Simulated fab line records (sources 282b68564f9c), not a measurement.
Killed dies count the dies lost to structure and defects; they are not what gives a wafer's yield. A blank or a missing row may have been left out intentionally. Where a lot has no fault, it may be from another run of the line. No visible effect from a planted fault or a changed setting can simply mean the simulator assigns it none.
Comparing a struck lot with a sound one :: flow rit-cmos :: 44 steps out of a route of 202
Sound: wafers L137.2, L137.3, L137.6. The struck wafers were L145.2, L145.3, L145.5. The cause is named last.
Per side, at each step with rows, come the tool, then ch with its chambers, and then its first start. Under that, the readings that differ: sound wafers :: struck wafers :: difference of the means :: sigmas: that difference in standard deviations of wafers without a fault.
alike: readings whose means differ by less than 2 such deviations, and words and numbers that are the same on both sides. not compared: withheld readings, readings that some wafer has no value for, bounds like >300 that may hide the same value, and numbers for which the record gives no deviation and whose values overlap.
A row with sigmas, a row that says differs or no value, or rows on one side alone: a step with any of these is where the two part. Numbers that have no deviation but don't overlap get no sigmas and don't part them. A reading missing from all wafers of one side parts the sides only when that side holds two or more wafers.

first, 3 steps without rows for these wafers: RIT_REOX_CLEAN_01 (cleans in dHF, time 30 s); RIT_REOX_CLEAN_02 (cleans in SC2, time 600 s); RIT_REOX_OXIDATION_03 (target thk 25.2 nm, ox time 5580 s).
RIT_REOX_THK_MEAS_04:
  sound on film-metro-02, day 3 06:44; struck on film-metro-03, day 4 19:11
  alike: REOX_OXIDE_THK
then, 6 steps without rows for these wafers: RIT_NLDD_HMDS_00 (prime time 60 s); RIT_NLDD_COAT_01 (resist thk 1000 nm); RIT_NLDD_SOFTBAKE_02 (time 60 s); RIT_NLDD_EXPOSE_03 (exposes mask M7, target cd 40700 nm); RIT_NLDD_PEB_04; RIT_NLDD_DEVELOP_05 (develop time 50 s).
RIT_NLDD_OVL_MEAS_06:
  sound on overlay-02, day 3 07:49; struck on overlay-02, day 4 20:05
  alike: NLDD_OVL
then, 1 step without rows for these wafers: RIT_NLDD_HARDBAKE_07 (time 60 s).
RIT_NLDD_IMPLANT_08:
  sound on implanter-01 ch 0, day 3 08:01; struck on implanter-03 ch 0, day 4 20:17
reading: dose-ions-cm2
sound: 4.997e+14 4.994e+14 4.998e+14
struck: 4.232e+14 4.227e+14 4.237e+14
difference: -7.643e+13
sigmas: -99 or more

reading: faraday-current-uA
sound: 1570 1558 1555
struck: 1346 1366 1336
difference: -212
sigmas: -7
  alike: beam-energy-keV
RIT_NLDD_STRIP_09: strips in O2, time 180 s.
  sound on plasma-asher-04 ch 0,1, day 3 08:09; struck on plasma-asher-02 ch 0,1, day 4 20:25
  alike: drypump-motor-current-A
  not compared: rf-hours-counter-h
RIT_NLDD_TW_MEAS_10:
  sound on film-metro-02, day 3 08:20; struck on film-metro-03, day 4 20:36
reading: NLDD_TW
sound: 2513 2519 2522
struck: 2395 2384 2392
difference: -128
sigmas: -8
then, 6 steps without rows for these wafers: RIT_PLDD_HMDS_00 (prime time 60 s); RIT_PLDD_COAT_01 (resist thk 1000 nm); RIT_PLDD_SOFTBAKE_02 (time 60 s); RIT_PLDD_EXPOSE_03 (exposes mask M8, target cd 40900 nm); RIT_PLDD_PEB_04; RIT_PLDD_DEVELOP_05 (develop time 50 s).
RIT_PLDD_OVL_MEAS_06:
  sound on overlay-02, day 3 09:14; struck on overlay-02, day 4 21:30
  alike: PLDD_OVL
then, 2 steps without rows for these wafers: RIT_PLDD_HARDBAKE_07 (time 60 s); RIT_PLDD_IMPLANT_08.
RIT_PLDD_STRIP_09: strips in O2, time 180 s.
  sound on plasma-asher-03 ch 0,1, day 3 09:34; struck on plasma-asher-03 ch 0,1, day 4 21:50
  alike: drypump-motor-current-A
  not compared: rf-hours-counter-h
RIT_PLDD_TW_MEAS_10:
  sound on film-metro-04, day 3 09:45; struck on film-metro-03, day 4 22:01
reading: PLDD_TW
sound: 2412 2413 2416
struck: 2366 2358 2359
difference: -53
sigmas: -3
then, 4 steps without rows for these wafers: RIT_SPACER_CLEAN_00 (cleans in SC1, time 600 s); RIT_SPACER_CLEAN_01 (cleans in dHF, time 30 s); RIT_SPACER_CLEAN_02 (cleans in SC2, time 600 s); RIT_SPACER_CVD_03 (deposits Si3N4 from SiH2Cl2/NH3, target thk 250 nm, time 3300 s).
RIT_SPACER_THK_MEAS_04:
  sound on film-metro-01, day 3 12:07; struck on film-metro-04, day 5 00:33
  alike: SPACER_NITRIDE_THK
RIT_SPACER_ETCHBACK_05: etches Si3N4 in SF6/CHF3, stops on SiO2, target depth 250 nm, time 240 s.
  sound on rie-diel-04 ch 0,2,3, day 3 12:10; struck on rie-diel-01 ch 0,1,2, day 5 00:36
  alike: drypump-motor-current-A, oes-product-au, throttle-valve-pct
  not compared: rf-hours-counter-h
then, 2 steps without rows for these wafers: RIT_NSD_HMDS_00 (prime time 60 s); RIT_NSD_COAT_01 (resist thk 1000 nm).
RIT_NSD_SOFTBAKE_02: time 61.69 s.
  sound on litho-track-03 ch 0, day 3 12:38; struck on litho-track-01 ch 0, day 5 01:14
  alike: plate-sensor-t-centre-C, plate-sensor-t-edge-C
then, 3 steps without rows for these wafers: RIT_NSD_EXPOSE_03 (exposes mask M9, target cd 40700 nm); RIT_NSD_PEB_04; RIT_NSD_DEVELOP_05 (develop time 50 s).
RIT_NSD_OVL_MEAS_06:
  sound on overlay-02, day 3 13:10; struck on overlay-01, day 5 01:48
  alike: NSD_OVL
then, 2 steps without rows for these wafers: RIT_NSD_HARDBAKE_07 (time 60 s); RIT_NSD_IMPLANT_08.
RIT_NSD_STRIP_09: strips in O2, time 180 s.
  sound on plasma-asher-04 ch 0, day 3 13:41; struck on plasma-asher-01 ch 0,1, day 5 02:08
  alike: drypump-motor-current-A
  not compared: rf-hours-counter-h
RIT_SDANNEAL_RS_MEAS_07: measures by four-point-probe.
  sound on film-metro-03, day 3 16:10; struck on film-metro-04, day 5 04:46
reading: NLDD_RS (ohm/sq)
sound: 151.8 152.1 151.9
struck: 173.9 174.2 174.3
difference: +22.2
sigmas: +42
RIT_M1_PROBE_99:
  sound on prober-02, day 4 00:49; struck on prober-02, day 5 11:58
reading: model.etest.nmos_0p15.r-on-ohm-um
sound: 1104 1080 1124
struck: 1246 1289 1259
difference: +162
sigmas: 

reading: model.etest.nmos_0p3.r-on-ohm-um
sound: 2186 2189 2196
struck: 2263 2306 2267
difference: +88
sigmas: 

reading: model.etest.nldd.rs-ohm-sq
sound: 361.3 361.7 372.3
struck: 433.5 433.2 437.2
difference: +69.5
sigmas: 

reading: model.etest.nmos-turned.drive-ua-um
sound: 338.7 341.2 334.3
struck: 285.5 284.9 288
difference: -51.9
sigmas: 

reading: model.etest.nmos_0p15.drive-ua-um
sound: 462.3 467.7 467.5
struck: 434.6 419.9 429.5
difference: -37.8
sigmas: 

reading: model.etest.nldd.line-ohm-um
sound: 114.5 114.9 116.8
struck: 137.8 139 137.8
difference: +22.8
sigmas: 

reading: model.etest.nmos_0p15.off-log10-a-um
sound: -9.999 -9.97 -9.968
struck: -10.55 -10.69 -10.78
difference: -0.69
sigmas: 

reading: model.etest.retro-edge-nmos.off-log10-a-um
sound: -9.882 -9.867 -9.94
struck: -10.37 -10.54 -10.69
difference: -0.64
sigmas: 
  alike: killed_at_M0_to_M3, killed-at-contacts, killed-at-front-end, killed-dies, killed-open, killed-short

## WHERE THEY PART
At RIT_NLDD_IMPLANT_08 first; at RIT_SDANNEAL_RS_MEAS_07 last (within this record only). Later steps at which nothing parts them and some readings are alike: RIT_M1_PROBE_99.

WHY: what the simulator had put in
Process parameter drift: implanter-03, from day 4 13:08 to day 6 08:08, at RIT_NLDD_IMPLANT_08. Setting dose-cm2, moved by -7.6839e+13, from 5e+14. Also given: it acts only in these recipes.
